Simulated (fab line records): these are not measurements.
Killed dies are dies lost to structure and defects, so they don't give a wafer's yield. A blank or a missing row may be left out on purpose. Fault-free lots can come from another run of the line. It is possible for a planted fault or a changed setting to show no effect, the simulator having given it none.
Which tool did it? ; flow berkeley_cmos170 ; 14 lots with 42 wafers sampled at 7 steps, on a route of 331 steps

WHAT THE GAUGES READ, wafer by wafer
UCB170_PWELL_TW_MEAS_17.
lot;measured;on;PWELL_TW
L187;day 3 06:44;film_metro-01;377.4 378.7 380.4
L188;day 3 14:32;film_metro-01;379.4 380.5 379.5
L191;day 4 04:10;film_metro-01;379.2 380.1 380.4
L190;day 4 04:31;film_metro-01;377.7 379.3 378.9
L193;day 4 12:19;film_metro-03;376.4 379.4 380.6
L195;day 5 06:37;film_metro-04;378.6 379.0 380.6
L196;day 5 07:21;film_metro-04;377.5 376.9 378.5
L200;day 5 20:45;film_metro-03;378.5 378.5 379.2
L202;day 6 14:08;film_metro-03;381.2 380.6 380.7
L204;day 6 21:32;film_metro-01;378.0 379.3 377.5
L205;day 7 09:35;film_metro-03;379.5 378.7 377.5
L207;day 7 15:52;film_metro-04;375.9 376.1 375.0
L209;day 7 16:08;film_metro-03;379.4 378.8 378.4
L208;day 8 04:09;film_metro-01;378.6 379.1 376.7

UCB170_ACTIVE_CD_MEAS_13 targets a cd of 1200 nm.
lot;measured;on;cd_nm (nm)
L187;day 4 08:10;cd_sem-02;1198.8 1199.3 1198.5
L188;day 4 23:14;cd_sem-02;1198.2 1198.2 1198.3
L191;day 5 08:32;cd_sem-01;1201.5 1201.2 1200.8
L190;day 5 08:39;cd_sem-01;1198.9 1197.9 1198.9
L193;day 5 15:57;cd_sem-02;1200.7 1199.4 1198.9
L195;day 6 16:55;cd_sem-02;1198.7 1200.3 1198.7
L196;day 6 17:17;cd_sem-01;1200.8 1201.7 1201.4
L200;day 7 00:07;cd_sem-02;1201.1 1199.2 1198.5
L202;day 7 11:20;cd_sem-01;1199.6 1197.5 1197.1
L204;day 7 16:55;cd_sem-02;1197.8 1199.1 1197.8
L205;day 8 14:24;cd_sem-01;1201.1 1201.9 1201.5
L207;day 8 19:40;cd_sem-02;1200.3 1200.4 1199.3
L209;day 8 19:22;cd_sem-01;1199.1 1197.9 1200.1
L208;day 9 15:21;cd_sem-01;1199.5 1201.1 1200.9

UCB170_PSD_CD_MEAS_06 targets a cd of 1200 nm.
lot;measured;on;cd_nm (nm)
L187;day 6 18:50;cd_sem-02;1198.2 1199.1 1197.0
L188;day 7 10:13;cd_sem-02;1199.5 1199.5 1200.9
L191;day 7 18:38;cd_sem-01;1197.9 1198.6 1198.5
L190;day 7 18:59;cd_sem-01;1199.3 1196.3 1197.9
L193;day 7 22:04;cd_sem-01;1198.1 1198.0 1196.9
L195;day 8 23:29;cd_sem-02;1198.4 1200.4 1197.1
L196;day 8 23:14;cd_sem-02;1201.0 1200.2 1201.4
L200;day 9 06:10;cd_sem-02;1198.7 1198.6 1198.8
L202;day 10 01:16;cd_sem-02;1199.0 1200.1 1200.8
L204;day 10 13:47;cd_sem-01;1200.1 1200.7 1201.7
L205;day 11 12:59;cd_sem-01;1197.3 1197.3 1198.3
L207;day 11 18:36;cd_sem-01;1199.6 1201.1 1199.8
L209;day 11 12:35;cd_sem-01;1201.1 1200.3 1200.9
L208;day 12 03:19;cd_sem-02;1199.1 1200.3 1199.5

UCB170_NSD_TW_MEAS_10.
lot;measured;on;NSD_TW
L187;day 6 23:22;film_metro-02;4199 4213 4194
L188;day 7 14:44;film_metro-01;4197 4184 4181
L191;day 7 22:32;film_metro-04;4148 4166 4159
L190;day 7 22:52;film_metro-02;4187 4181 4180
L193;day 8 00:22;film_metro-04;4136 4133 4157
L195;day 9 01:30;film_metro-02;4176 4178 4163
L196;day 9 01:07;film_metro-02;4187 4196 4183
L200;day 9 08:11;film_metro-04;4171 4166 4160
L202;day 10 03:42;film_metro-02;4195 4172 4175
L204;day 10 18:04;film_metro-01;4043 4082 4061
L205;day 11 16:08;film_metro-02;4043 4064 4044
L207;day 11 23:55;film_metro-04;4189 4184 4199
L209;day 11 15:45;film_metro-01;4157 4159 4176
L208;day 12 05:40;film_metro-02;4171 4163 4173

UCB170_SDANNEAL_RS_MEAS_03: measures by four-point-probe.
lot;measured;on;NSD_RS (ohm/sq)
L187;day 7 01:17;film_metro-02;37.60 37.59 37.68
L188;day 7 16:15;film_metro-01;37.42 37.45 37.43
L191;day 7 23:52;film_metro-01;37.49 37.41 37.42
L190;day 8 00:09;film_metro-02;37.60 37.59 37.53
L193;day 8 01:37;film_metro-04;37.51 37.54 37.45
L195;day 9 02:47;film_metro-01;37.43 37.45 37.38
L196;day 9 02:23;film_metro-04;37.54 37.46 37.37
L200;day 9 09:26;film_metro-01;37.43 37.29 37.36
L202;day 10 04:54;film_metro-02;37.55 37.58 37.62
L204;day 10 19:29;film_metro-01;43.68 43.46 43.35
L205;day 11 17:43;film_metro-04;43.13 43.04 42.96
L207;day 12 01:32;film_metro-01;37.50 37.56 37.59
L209;day 11 17:01;film_metro-02;37.50 37.49 37.54
L208;day 12 06:52;film_metro-01;37.49 37.38 37.43

WHAT TOOL EACH LOT RAN ON (gives the tool, then ch and the chambers of the sampled wafers, and finally the start)
lot;UCB170_NSD_IMPLANT_08;UCB170_NSD_STRIP_09
L187;implanter-01 ch 0, day 6 23:08;plasma_asher-01 ch 0,1, day 6 23:16
L188;implanter-02 ch 0, day 7 14:29;plasma_asher-01 ch 1, day 7 14:38
L191;implanter-01 ch 0, day 7 22:19;plasma_asher-02 ch 0,1, day 7 22:26
L190;implanter-02 ch 0, day 7 22:38;plasma_asher-02 ch 0,1, day 7 22:46
L193;implanter-01 ch 0, day 8 00:03;plasma_asher-01 ch 0,1, day 8 00:12
L195;implanter-01 ch 0, day 9 01:15;plasma_asher-02 ch 0,1, day 9 01:24
L196;implanter-02 ch 0, day 9 00:53;plasma_asher-01 ch 0,1, day 9 01:00
L200;implanter-03 ch 0, day 9 07:56;plasma_asher-01 ch 0,1, day 9 08:05
L202;implanter-03 ch 0, day 10 03:27;plasma_asher-01 ch 0,1, day 10 03:36
L204;implanter-02 ch 0, day 10 17:49;plasma_asher-02 ch 0,1, day 10 17:58
L205;implanter-02 ch 0, day 11 15:56;plasma_asher-04 ch 0,1, day 11 16:02
L207;implanter-01 ch 0, day 11 23:42;plasma_asher-04 ch 0,1, day 11 23:50
L209;implanter-03 ch 0, day 11 15:31;plasma_asher-04 ch 0,1, day 11 15:38
L208;implanter-01 ch 0, day 12 05:25;plasma_asher-02 ch 0,1, day 12 05:34
- UCB170_NSD_IMPLANT_08
- UCB170_NSD_STRIP_09: strips in O2.

AS READ BY THE TOOLS THEMSELVES (means over the sampled wafers that have a number; for cases with no such wafer, the mark the record gives instead)
UCB170_NSD_IMPLANT_08.
lot;tool;beam_on_s (s);faraday_current_uA;tilt_deg (degrees)
L187;implanter-01;9.84;9267;7.005
L188;implanter-02;9.91;9218;6.982
L191;implanter-01;10.10;9062;7.017
L190;implanter-02;9.88;9220;6.991
L193;implanter-01;9.85;9250;6.989
L195;implanter-01;9.89;9245;7.019
L196;implanter-02;10.04;9098;6.993
L200;implanter-03;9.76;9331;7.008
L202;implanter-03;10.26;8918;6.984
L204;implanter-02;7.69;11903;6.989
L205;implanter-02;7.58;12031;6.988
L207;implanter-01;10.01;9156;6.970
L209;implanter-03;9.99;9104;6.979
L208;implanter-01;9.89;9250;7.013

UCB170_NSD_STRIP_09.
lot;tool;drypump_motor_current_A (A);oes_product_au (a.u.);strip_time_to_endpoint_s (s)
L187;plasma_asher-01;6.2;0.539;35.69
L188;plasma_asher-01;5.5;0.534;35.64
L191;plasma_asher-02;5.8;0.538;35.72
L190;plasma_asher-02;5.9;0.539;35.80
L193;plasma_asher-01;5.8;0.533;35.66
L195;plasma_asher-02;6.0;0.536;35.71
L196;plasma_asher-01;6.2;0.533;35.74
L200;plasma_asher-01;5.8;0.533;35.79
L202;plasma_asher-01;5.8;0.531;35.62
L204;plasma_asher-02;6.0;0.555;33.13
L205;plasma_asher-04;5.9;0.560;33.37
L207;plasma_asher-04;6.0;0.534;35.68
L209;plasma_asher-04;6.0;0.537;35.66
L208;plasma_asher-02;6.0;0.532;35.72

THE ANSWER, worked out from the rows above alone
Rule: what is usual is taken from the lots themselves. The widest of any qualifying gaps counts: lots, ordered by their means at a reading, are off when they make up no more than a third of the lots, leave a main group of 4 or more, and stand apart from it by 3 or more times the standard deviation of that group's means. If all means in a main group match to the digits the tables above print for the reading, that group is not used. A lot without any number at a reading at which 4 lots or more have one is off too. Any other lot the step has rows for is counted as sound. First the gauges in route order, then the tools' own readings, where a lot's mean is used as printed above. The first step at which some lot is off is used, and at that step the reading that is off furthest; a lot without a number counts as furthest.
Off: at UCB170_NSD_TW_MEAS_10 (NSD_TW), L204, L205. Main group: mean 4175, sd 16.
A tool fits if, at a process step before that reading, it ran every lot that is off, and no sound lot after the first of them. The gauges at UCB170_NSD_TW_MEAS_10 aren't tried: what is off there is off at UCB170_NSD_IMPLANT_08 too, on other tools, and a gauge's error can't cause that. One fits: UCB170_NSD_IMPLANT_08 on implanter-02. A fault onset in the window from L196 (day 9 00:53, its last sound lot) to L204 (day 10 17:49, its first lot off) fits.
The tool's own readings at UCB170_NSD_IMPLANT_08 bear it out: on the lots that are off they differ by more than 5 times the standard deviation of the sound lots' means. beam_on_s reads 7.63 s there against 9.95 s on the sound lots; faraday_current_uA reads 11967 there against 9177 on the sound lots.

WHAT THE SIMULATOR HAD INSERTED
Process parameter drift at UCB170_NSD_IMPLANT_08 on implanter-02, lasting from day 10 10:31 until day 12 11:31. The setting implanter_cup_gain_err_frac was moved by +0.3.
Struck lots among those shown: L204, L205. This agrees with what the rule above found.
